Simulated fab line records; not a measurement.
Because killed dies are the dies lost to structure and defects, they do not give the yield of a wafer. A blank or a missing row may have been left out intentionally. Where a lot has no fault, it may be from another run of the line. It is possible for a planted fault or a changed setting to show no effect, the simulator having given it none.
Matching of chambers ; flow berkeley cmos170 ; 3 sister chambers for UCB170_CONTACT_CLEAN_00 on wet bench-03
The step cleans in SPM, time 600 s. 3 wafers are shown with their chamber, then 7 later ones without.

WAFERS WITH THEIR CHAMBER
wafer;chamber;bath heat duty pct (%)
L074.3;0;12.6
L088.6;2;12.7
L092.2;3;11.6

WAFERS MISSING THEIR CHAMBER
wafer;bath heat duty pct (%)
L092.3;13.1
L092.4;13.4
L092.5;12.4
L092.6;11.8
L089.1;11.7
L089.5;13.5
L089.6;12.6

THE CHAMBER EACH PASSED THROUGH
wafer;from the rows above;in truth
L092.3;can't be placed: 2 or 0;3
L092.4;can't be placed: 2 or 0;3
L092.5;can't be placed: 0 or 2 or 3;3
L092.6;can't be placed: 3 or 0 or 2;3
L089.1;can't be placed: 3 or 0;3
L089.5;can't be placed: 2 or 0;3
L089.6;can't be placed: 0 or 2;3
Correctly placed: 0 of 7. From these rows, 7 cannot be placed; in 3 the true chamber is one of the candidates. Number placed wrongly: 0.
How it was worked out, from the rows above alone: a wafer's distance from a chamber is the root of the sum, over the readings, of the square of ((its reading less the chamber's mean) divided by the reading's scatter). The wafer belongs to the nearest chamber; if the next one is less than 2 further off, it can't be placed. The mean given for a chamber averages the wafers shown for that chamber. The scatter (one wafer shown for each chamber): square how far every hidden wafer sits from the nearest shown wafer, average those squares and take the square root.
